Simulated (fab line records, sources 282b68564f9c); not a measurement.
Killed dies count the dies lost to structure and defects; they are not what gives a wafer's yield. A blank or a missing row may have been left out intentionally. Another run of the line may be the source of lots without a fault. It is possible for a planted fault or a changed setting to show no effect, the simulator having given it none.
Check for tools in common / flow rit_cmos / 39 wafers sampled across 13 lots

## WHY IT WAS OPENED
On 1 of the 13 lots, a flag is raised at RIT_M1_CD_MEAS_09 on the reading cd_nm. No-fault wafers: 2599.2 nm, standard deviation 2.5.
Rule: a lot is flagged in two cases, either no wafer of it has a number, or all its wafers with numbers fall more than 4 standard deviations from that mean. The other lots count as sound.

lot=L640; measured=day 3 12:09; on=cd_sem-02; cd_nm (nm), wafer by wafer=2597.7 2597.9 2598.1; flag=
lot=L641; measured=day 3 17:35; on=cd_sem-02; cd_nm (nm), wafer by wafer=2601.6 2600.2 2598.6; flag=
lot=L643; measured=day 4 03:02; on=cd_sem-01; cd_nm (nm), wafer by wafer=2596.3 2593.2 2594.7; flag=
lot=L644; measured=day 4 07:32; on=cd_sem-02; cd_nm (nm), wafer by wafer=2603.6 2602.3 2602.3; flag=
lot=L646; measured=day 4 18:46; on=cd_sem-02; cd_nm (nm), wafer by wafer=2246.8 2247.6 2249.0; flag=FLAGGED
lot=L648; measured=day 5 08:55; on=cd_sem-01; cd_nm (nm), wafer by wafer=2597.7 2598.4 2598.2; flag=
lot=L653; measured=day 6 06:32; on=cd_sem-01; cd_nm (nm), wafer by wafer=2599.2 2601.2 2600.7; flag=
lot=L656; measured=day 6 19:20; on=cd_sem-01; cd_nm (nm), wafer by wafer=2596.4 2596.8 2595.9; flag=
lot=L657; measured=day 7 00:08; on=cd_sem-02; cd_nm (nm), wafer by wafer=2599.6 2601.3 2603.5; flag=
lot=L658; measured=day 7 06:28; on=cd_sem-01; cd_nm (nm), wafer by wafer=2600.1 2602.5 2602.9; flag=
lot=L660; measured=day 7 17:11; on=cd_sem-02; cd_nm (nm), wafer by wafer=2602.1 2603.5 2601.9; flag=
lot=L661; measured=day 7 20:30; on=cd_sem-01; cd_nm (nm), wafer by wafer=2599.8 2602.5 2600.6; flag=
lot=L662; measured=day 8 02:15; on=cd_sem-01; cd_nm (nm), wafer by wafer=2594.2 2592.3 2595.0; flag=
Averaged over the flagged lots the numbers come to 2247.8 nm, -351.4 nm from the usual (-99 or more standard deviations).

## LOT BY LOT: THE TOOL USED
2 process steps preceding the reading are held in the record, out of 202 steps in the route. Each cell gives the tool, then ch followed by the chambers the sampled wafers passed through, then the start.
lot=L640; flag=; RIT_CONTACT_STRIP_12=plasma_asher-02 ch 0,1, day 3 10:07; RIT_M1_EXPOSE_06=iline_stepper-01 ch 0, day 3 11:43
lot=L641; flag=; RIT_CONTACT_STRIP_12=plasma_asher-02 ch 0, day 3 15:34; RIT_M1_EXPOSE_06=iline_stepper-01 ch 0, day 3 17:09
lot=L643; flag=; RIT_CONTACT_STRIP_12=plasma_asher-04 ch 0,1, day 4 00:52; RIT_M1_EXPOSE_06=iline_stepper-02 ch 0, day 4 02:37
lot=L644; flag=; RIT_CONTACT_STRIP_12=plasma_asher-04 ch 0,1, day 4 05:23; RIT_M1_EXPOSE_06=iline_stepper-01 ch 0, day 4 07:06
lot=L646; flag=FLAGGED; RIT_CONTACT_STRIP_12=plasma_asher-02 ch 0,1, day 4 16:45; RIT_M1_EXPOSE_06=iline_stepper-02 ch 0, day 4 18:20
lot=L648; flag=; RIT_CONTACT_STRIP_12=plasma_asher-02 ch 0,1, day 5 06:31; RIT_M1_EXPOSE_06=iline_stepper-01 ch 0, day 5 08:13
lot=L653; flag=; RIT_CONTACT_STRIP_12=plasma_asher-04 ch 0,1, day 6 04:30; RIT_M1_EXPOSE_06=iline_stepper-02 ch 0, day 6 06:06
lot=L656; flag=; RIT_CONTACT_STRIP_12=plasma_asher-03 ch 1, day 6 17:04; RIT_M1_EXPOSE_06=iline_stepper-02 ch 0, day 6 18:54
lot=L657; flag=; RIT_CONTACT_STRIP_12=plasma_asher-04 ch 0,1, day 6 22:05; RIT_M1_EXPOSE_06=iline_stepper-02 ch 0, day 6 23:42
lot=L658; flag=; RIT_CONTACT_STRIP_12=plasma_asher-02 ch 1, day 7 04:27; RIT_M1_EXPOSE_06=iline_stepper-02 ch 0, day 7 06:02
lot=L660; flag=; RIT_CONTACT_STRIP_12=plasma_asher-04 ch 0,1, day 7 14:38; RIT_M1_EXPOSE_06=iline_stepper-02 ch 0, day 7 16:46
lot=L661; flag=; RIT_CONTACT_STRIP_12=plasma_asher-02 ch 0,1, day 7 18:05; RIT_M1_EXPOSE_06=iline_stepper-01 ch 0, day 7 20:04
lot=L662; flag=; RIT_CONTACT_STRIP_12=plasma_asher-02 ch 0,1, day 8 00:04; RIT_M1_EXPOSE_06=iline_stepper-01 ch 0, day 8 01:49
These steps, and what they do:
- RIT_CONTACT_STRIP_12: strips in O2, time 180 s.
- RIT_M1_EXPOSE_06: exposes mask M12, target cd 2600 nm.
- RIT_M1_CD_MEAS_09: target cd 2600 nm.

## FLAGGED OVER TOTAL, TOOL BY TOOL (the gauges that took the reading come last)
step=RIT_CONTACT_STRIP_12; tool=plasma_asher-02; lots run=7; flagged=1; share of the flagged lots=all; sound lots run after its first flagged lot=4 (L648,L658,L661,L662)
step=RIT_CONTACT_STRIP_12; tool=plasma_asher-03; lots run=1; flagged=0; share of the flagged lots=none; sound lots run after its first flagged lot=-
step=RIT_CONTACT_STRIP_12; tool=plasma_asher-04; lots run=5; flagged=0; share of the flagged lots=none; sound lots run after its first flagged lot=-
step=RIT_M1_EXPOSE_06; tool=iline_stepper-01; lots run=6; flagged=0; share of the flagged lots=none; sound lots run after its first flagged lot=-
step=RIT_M1_EXPOSE_06; tool=iline_stepper-02; lots run=7; flagged=1; share of the flagged lots=all; sound lots run after its first flagged lot=5 (L653,L656,L657,L658,L660)
step=RIT_M1_CD_MEAS_09; tool=cd_sem-01; lots run=7; flagged=0; share of the flagged lots=none; sound lots run after its first flagged lot=-
step=RIT_M1_CD_MEAS_09; tool=cd_sem-02; lots run=6; flagged=1; share of the flagged lots=all; sound lots run after its first flagged lot=2 (L657,L660)

## WHAT IS ALLOWED BY THE TABLE
In the table, 3 rows ran each flagged lot (plasma_asher-02 at RIT_CONTACT_STRIP_12; iline_stepper-02 at RIT_M1_EXPOSE_06; cd_sem-02 at RIT_M1_CD_MEAS_09).
- plasma_asher-02 at RIT_CONTACT_STRIP_12 ran 7 lots, 1 of them flagged. Lots that were sound ran on it after the first flagged one (L648, L658, L661, L662); a persistent fault on the entire tool would not allow that.
- iline_stepper-02 at RIT_M1_EXPOSE_06 ran 7 lots, 1 of them flagged. Lots that were sound ran on it after the first flagged one (L653, L656, L657, L658, L660); a persistent fault on the entire tool would not allow that.
- cd_sem-02 at RIT_M1_CD_MEAS_09 ran 6 lots, 1 of them flagged. Lots that were sound ran on it after the first flagged one (L657, L660); a persistent fault on the entire tool would not allow that.
Not one row of the table ran every flagged lot while running no sound lot after the first.

## WHAT THE SIMULATOR HAD PUT IN
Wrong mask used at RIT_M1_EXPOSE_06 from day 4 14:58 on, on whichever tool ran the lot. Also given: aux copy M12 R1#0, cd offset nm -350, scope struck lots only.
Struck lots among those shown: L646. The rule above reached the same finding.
